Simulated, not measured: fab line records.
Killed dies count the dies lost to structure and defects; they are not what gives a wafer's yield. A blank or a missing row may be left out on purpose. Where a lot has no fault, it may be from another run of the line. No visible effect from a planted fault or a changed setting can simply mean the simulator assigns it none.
Which of the tools did it? ; flow berkeley cmos170 ; 14 lots, 41 wafers sampled, at 4 steps of a route of 331

WHAT THE GAUGES READ, wafer by wafer
UCB170_M3_THK_MEAS_03: measures by xrf.
lot;measured;on;M3_AL_THK (nm)
L778;day 9 01:17;film metro-02;918 925 921
L782;day 9 15:41;film metro-03;912 909 914
L781;day 9 15:08;film metro-02;919 937 921
L783;day 10 04:14;film metro-01;921 911 920
L784;day 10 04:47;film metro-02;900 914 883
L786;day 10 15:53;film metro-03;907 916 920
L790;day 11 09:36;film metro-02;912 915 913
L788;day 11 06:59;film metro-01;900 890 901
L791;day 12 01:07;film metro-01;923 913 912
L793;day 12 01:41;film metro-02;898 921 913
L792;day 12 01:49;film metro-01;901 902 878
L796;day 12 14:05;film metro-01;909 889 900
L799;day 13 02:38;film metro-03;910 901 889
L800;day 13 06:12;film metro-01;903 913

UCB170_M3_OVL_MEAS_16.
lot;measured;on;M3_OVL (nm)
L778;day 9 03:52;overlay-01;5 2 -2
L782;day 9 18:28;overlay-01;-2 -2 -4
L781;day 9 18:10;overlay-01;-1 -3 0
L783;day 10 05:58;overlay-01;10 8 2
L784;day 10 06:42;overlay-02;-5 -3 1
L786;day 10 19:50;overlay-01;-2 3 -5
L790;day 11 12:19;overlay-01;-4 0 0
L788;day 11 09:10;overlay-01;1 0 3
L791;day 12 03:01;overlay-01;-4 -2 -3
L793;day 12 03:26;overlay-01;-3 -6 0
L792;day 12 04:01;overlay-02;-5 2 -4
L796;day 12 16:34;overlay-01;-2 -1 1
L799;day 13 05:43;overlay-01;2 4 0
L800;day 13 08:34;overlay-01;-8 -10

UCB170_M3_BOW_MEAS_20.
lot;measured;on;M3_BOW (um)
L778;day 9 04:22;film metro-01;48 32 29
L782;day 9 18:58;film metro-03;28 36 29
L781;day 9 18:40;film metro-03;36 34 37
L783;day 10 06:28;film metro-03;33 31 41
L784;day 10 07:11;film metro-03;32 37 33
L786;day 10 20:20;film metro-03;41 40 37
L790;day 11 12:48;film metro-01;37 34 44
L788;day 11 09:41;film metro-01;28 33 26
L791;day 12 03:29;film metro-02;29 31 31
L793;day 12 03:56;film metro-03;35 36 28
L792;day 12 04:31;film metro-01;35 30 38
L796;day 12 17:03;film metro-03;28 20 25
L799;day 13 06:12;film metro-02;37 40 20
L800;day 13 09:06;film metro-01;28 34

WHAT TOOL EACH LOT RAN ON (gives the tool, then ch and the chambers of the sampled wafers, and finally the start)
lot;UCB170_SILICIDE_SPUTTER_01
L778;pvd sputter-02, day 8 07:52
L782;pvd sputter-01, day 8 20:28
L781;pvd sputter-04, day 8 20:57
L783;pvd sputter-04, day 9 09:44
L784;pvd sputter-02, day 9 10:20
L786;pvd sputter-01, day 9 20:50
L790;pvd sputter-04, day 10 12:36
L788;pvd sputter-02, day 10 12:39
L791;pvd sputter-02, day 11 03:38
L793;pvd sputter-01, day 11 04:07
L792;pvd sputter-04, day 11 04:19
L796;pvd sputter-02, day 11 17:11
L799;pvd sputter-02, day 12 09:13
L800;pvd sputter-02, day 12 10:24
- UCB170_SILICIDE_SPUTTER_01: material Ti, target thk 30 nm, time 25 s.

WHAT THE TOOLS THEMSELVES READ (means of the sampled wafers that have a number; where no wafer has one, the mark that the record gives instead)
UCB170_SILICIDE_SPUTTER_01.
lot;tool;throttle valve pct (%)
L778;pvd sputter-02;30.5
L782;pvd sputter-01;30.9
L781;pvd sputter-04;30.5
L783;pvd sputter-04;30.3
L784;pvd sputter-02;30.0
L786;pvd sputter-01;30.3
L790;pvd sputter-04;29.1
L788;pvd sputter-02;29.8
L791;pvd sputter-02;30.0
L793;pvd sputter-01;30.5
L792;pvd sputter-04;30.5
L796;pvd sputter-02;30.5
L799;pvd sputter-02;30.1
L800;pvd sputter-02;30.0

THE ANSWER, worked out from the rows above alone
Rule: usual is defined by the lots themselves. Put in order of their means at a reading, lots are off if they are a third of the lots or fewer, leave a main group of 4 or more, and stand apart from it by a gap of 3 or more times the standard deviation of the main group's means; of several such gaps the widest counts. A main group is skipped when, at the precision printed for the reading in the tables above, its means are all equal. Also off: a lot with no number at a reading for which 4 or more lots have one. Any other lot the step has rows for is counted as sound. The gauges are gone through in route order, then the tools' own readings, and for those a lot's mean is taken as printed above. The first step at which some lot is off is used, and at that step the reading that is off furthest; a lot without a number counts as furthest.
Across all readings shown, no lot is off: no conclusion can be drawn from this.

WHAT WAS PUT IN BY THE SIMULATOR
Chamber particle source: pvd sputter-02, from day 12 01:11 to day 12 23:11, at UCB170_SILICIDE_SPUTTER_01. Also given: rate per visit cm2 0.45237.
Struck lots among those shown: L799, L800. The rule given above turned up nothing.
